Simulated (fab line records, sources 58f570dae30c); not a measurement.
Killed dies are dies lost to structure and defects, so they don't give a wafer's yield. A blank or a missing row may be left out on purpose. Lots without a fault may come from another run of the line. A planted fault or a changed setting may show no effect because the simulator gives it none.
Which tool did it? | flow berkeley_cmos170 | 14 lots, 42 wafers sampled, at 4 steps of a route of 331

WHAT THE GAUGES READ, wafer by wafer
UCB170_NWELL_THK_MEAS_02.
lot  | measured    | on            | NWELL_OXIDE_THK (nm)
L584 | day 2 07:44 | film_metro-01 | 26.6 26.8 26.8
L585 | day 2 07:45 | film_metro-04 | 26.6 27.1 26.8
L586 | day 2 15:48 | film_metro-01 | 26.2 26.4 26.2
L588 | day 2 22:40 | film_metro-01 | 26.4 25.9 25.9
L590 | day 3 14:56 | film_metro-01 | 26.7 26.7 26.8
L591 | day 3 18:52 | film_metro-01 | 26.9 27.2 26.8
L595 | day 4 18:50 | film_metro-04 | 27.5 27.4 27.4
L596 | day 4 18:50 | film_metro-01 | 27.3 27.8 27.5
L597 | day 5 04:48 | film_metro-01 | 26.3 26.4 26.5
L600 | day 5 16:41 | film_metro-04 | 26.6 26.9 26.7
L603 | day 6 01:32 | film_metro-03 | 27.2 26.8 27.3
L604 | day 6 12:12 | film_metro-04 | 66.4 66.5 66.2
L605 | day 6 12:13 | film_metro-03 | 65.5 66.0 65.8
L606 | day 6 18:37 | film_metro-04 | 26.0 26.1 25.8

UCB170_CONTACT_THK_MEAS_02.
lot  | measured     | on            | CONTACT_PSG_THK (nm)
L584 | day 7 20:11  | film_metro-03 | 698 695 693
L585 | day 7 20:11  | film_metro-02 | 695 696 690
L586 | day 7 20:11  | film_metro-04 | 692 699 697
L588 | day 8 10:40  | film_metro-03 | 704 708 704
L590 | day 8 09:59  | film_metro-03 | 680 686 687
L591 | day 8 15:09  | film_metro-02 | 688 692 686
L595 | day 10 04:25 | film_metro-03 | 706 695 703
L596 | day 10 04:25 | film_metro-02 | 699 693 697
L597 | day 10 16:23 | film_metro-03 | 702 695 698
L600 | day 10 16:14 | film_metro-03 | 718 712 711
L603 | day 11 04:26 | film_metro-03 | 703 698 701
L604 | day 12 00:22 | film_metro-04 | 692 691 695
L605 | day 11 22:35 | film_metro-03 | 698 704 705
L606 | day 11 22:35 | film_metro-02 | 703 700 700

WHICH TOOL RAN EACH LOT (tool, then ch and the chambers of the sampled wafers, then the start)
lot  | UCB170_NWELL_OXIDATION_01    | UCB170_ACTIVE_ETCH_15
L584 | furnace-02 ch 0, day 2 06:23 | rie_diel-01 ch 0,2,3, day 5 02:26
L585 | furnace-02 ch 0, day 2 06:23 | rie_diel-04 ch 1,2,3, day 5 02:07
L586 | furnace-04 ch 0, day 2 14:27 | rie_diel-01 ch 0,1,2, day 5 06:30
L588 | furnace-04 ch 0, day 2 21:14 | rie_diel-02 ch 0,3, day 5 16:04
L590 | furnace-04 ch 0, day 3 13:35 | rie_diel-01 ch 0,3, day 5 19:13
L591 | furnace-03 ch 0, day 3 17:31 | rie_diel-02 ch 1,3, day 6 00:10
L595 | furnace-03 ch 0, day 4 17:29 | rie_diel-01 ch 0,1,3, day 7 06:46
L596 | furnace-03 ch 0, day 4 17:29 | rie_diel-02 ch 0,3, day 7 07:19
L597 | furnace-04 ch 0, day 5 03:27 | rie_diel-02 ch 0,1,2, day 7 13:50
L600 | furnace-03 ch 0, day 5 15:16 | rie_diel-01 ch 0,2,3, day 7 17:05
L603 | furnace-02 ch 0, day 6 00:11 | rie_diel-01 ch 0,2, day 8 09:19
L604 | furnace-04 ch 0, day 6 10:50 | rie_diel-02 ch 0,1,3, day 9 06:52
L605 | furnace-04 ch 0, day 6 10:50 | rie_diel-01 ch 0,2,3, day 9 02:02
L606 | furnace-03 ch 0, day 6 17:16 | rie_diel-04 ch 1,3, day 9 10:15
- UCB170_NWELL_OXIDATION_01: target thk 26.4 nm, ox time 1260 s.
- UCB170_ACTIVE_ETCH_15: etches Si3N4 in CH3F/Ar/O2, stops on SiO2, target depth 242 nm, time 151 s.

WHAT THE TOOLS THEMSELVES READ (means of the sampled wafers that have a number; where no wafer has one, the mark that the record gives instead)
UCB170_NWELL_OXIDATION_01.
lot  | tool       | spike_tc_centre_C (C) | spike_tc_load_C (C) | spike_tc_source_C (C) | tube_center_temp_C (C) | tube_center_temp_C_max | zone_power_centre_pct (%) | zone_power_source_pct (%)
L584 | furnace-02 | 1002.1                | 1019                | 1021.9                | 1000                   | 1002.6                 | 44.1                      | 31
L585 | furnace-02 | 1002.6                | 1020                | 1022.3                | 1000                   | 1002.9                 | 44.2                      | 31
L586 | furnace-04 | 1003.1                | 1028                | 1025.1                | 1000                   | 1002.6                 | 50.1                      | 38
L588 | furnace-04 | 1002.8                | 1027                | 1024.1                | 1000                   | 1002.6                 | 49.5                      | 38
L590 | furnace-04 | 1001.9                | 1029                | 1024.6                | 1000                   | 1002.7                 | 49.7                      | 38
L591 | furnace-03 | 1003.5                | 1026                | 1027.4                | 1000                   | 1003.0                 | 50.3                      | 32
L595 | furnace-03 | 1002.6                | 1024                | 1025.9                | 1000                   | 1002.5                 | 50.9                      | 32
L596 | furnace-03 | 1004.4                | 1026                | 1027.2                | 1000                   | 1002.5                 | 50.9                      | 31
L597 | furnace-04 | 1001.7                | 1027                | 1024.6                | 1000                   | 1002.6                 | 50.2                      | 37
L600 | furnace-03 | 1003.3                | 1026                | 1027.4                | 1000                   | 1002.8                 | 51.1                      | 31
L603 | furnace-02 | 1002.6                | 1019                | 1022.8                | 1000                   | 1002.4                 | 43.7                      | 31
L604 | furnace-04 | 1116.7                | 1145                | 1141.8                | 1116                   | 1118.2                 | 57.2                      | 49
L605 | furnace-04 | 1117.6                | 1145                | 1141.7                | 1115                   | 1117.8                 | 56.6                      | 49
L606 | furnace-03 | 1004.1                | 1025                | 1026.5                | 1000                   | 1002.6                 | 51.3                      | 31

UCB170_ACTIVE_ETCH_15.
lot  | tool        | drypump_motor_current_A (A) | mfc_ar_sccm (sccm) | oes_product_au (a.u.) | throttle_valve_pct (%)
L584 | rie_diel-01 | 6.0                         | 49.92              | 0.957                 | 8.13
L585 | rie_diel-04 | 5.3                         | 50.02              | 0.931                 | 8.11
L586 | rie_diel-01 | 6.1                         | 49.89              | 0.960                 | 8.16
L588 | rie_diel-02 | 5.6                         | 50.07              | 0.951                 | 8.10
L590 | rie_diel-01 | 6.0                         | 49.99              | 0.956                 | 8.09
L591 | rie_diel-02 | 5.1                         | 50.08              | 0.946                 | 8.01
L595 | rie_diel-01 | 6.2                         | 49.85              | 0.960                 | 8.11
L596 | rie_diel-02 | 5.6                         | 49.91              | 0.943                 | 8.09
L597 | rie_diel-02 | 5.8                         | 50.14              | 0.945                 | 8.04
L600 | rie_diel-01 | 6.0                         | 49.99              | 0.963                 | 8.14
L603 | rie_diel-01 | 5.9                         | 49.97              | 0.939                 | 8.18
L604 | rie_diel-02 | 5.3                         | 50.04              | 0.953                 | 8.05
L605 | rie_diel-01 | 6.0                         | 50.05              | 0.956                 | 8.14
L606 | rie_diel-04 | 5.2                         | 50.20              | 0.945                 | 8.10

THE ANSWER, worked out from the rows above alone
Rule: what is usual is taken from the lots themselves. Put in order of their means at a reading, lots are off if they are a third of the lots or fewer, leave a main group of 4 or more, and stand apart from it by a gap of 3 or more times the standard deviation of the main group's means; of several such gaps the widest counts. A main group whose means are all the same, to the digits that the tables above print for the reading, isn't used. A lot without any number at a reading at which 4 lots or more have one is off too. The other lots that the step has rows for count as sound. The gauges are gone through in route order, then the tools' own readings, and for those a lot's mean is taken as printed above. The first step at which some lot is off is used, and at that step the reading that is off furthest; a lot without a number counts as furthest.
Off: L604, L605, at UCB170_NWELL_THK_MEAS_02 (NWELL_OXIDE_THK). The main group: mean 26.7 nm, standard deviation 0.47.
A tool fits if, at a process step before that reading, it ran every lot that is off, and no sound lot after the first of them. The gauges at UCB170_NWELL_THK_MEAS_02 aren't tried: what is off there is off at UCB170_NWELL_OXIDATION_01 too, on other tools, and a gauge's error can't cause that. One fits: furnace-04 at UCB170_NWELL_OXIDATION_01. Its last sound lot is L597 (day 5 03:27), its first lot that is off L604 (day 6 10:50): a fault that began between those two fits.
The tool's own readings at UCB170_NWELL_OXIDATION_01 bear it out: on the lots that are off they differ by more than 5 times the standard deviation of the sound lots' means. spike_tc_centre_C reads 1117.2 C there against 1002.9 C on the sound lots; spike_tc_load_C reads 1145 C there against 1025 C on the sound lots; spike_tc_source_C reads 1141.8 C there against 1025.0 C on the sound lots; tube_center_temp_C reads 1116 C there against 1000 C on the sound lots; tube_center_temp_C_max reads 1118.0 there against 1002.6 on the sound lots; zone_power_source_pct reads 49 % there against 33 % on the sound lots.

WHAT THE SIMULATOR HAD PUT IN
Process parameter drift: furnace-04, from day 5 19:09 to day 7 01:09, at UCB170_NWELL_OXIDATION_01. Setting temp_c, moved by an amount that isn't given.
Lots struck among those shown: L604, L605. The rule above found the same.
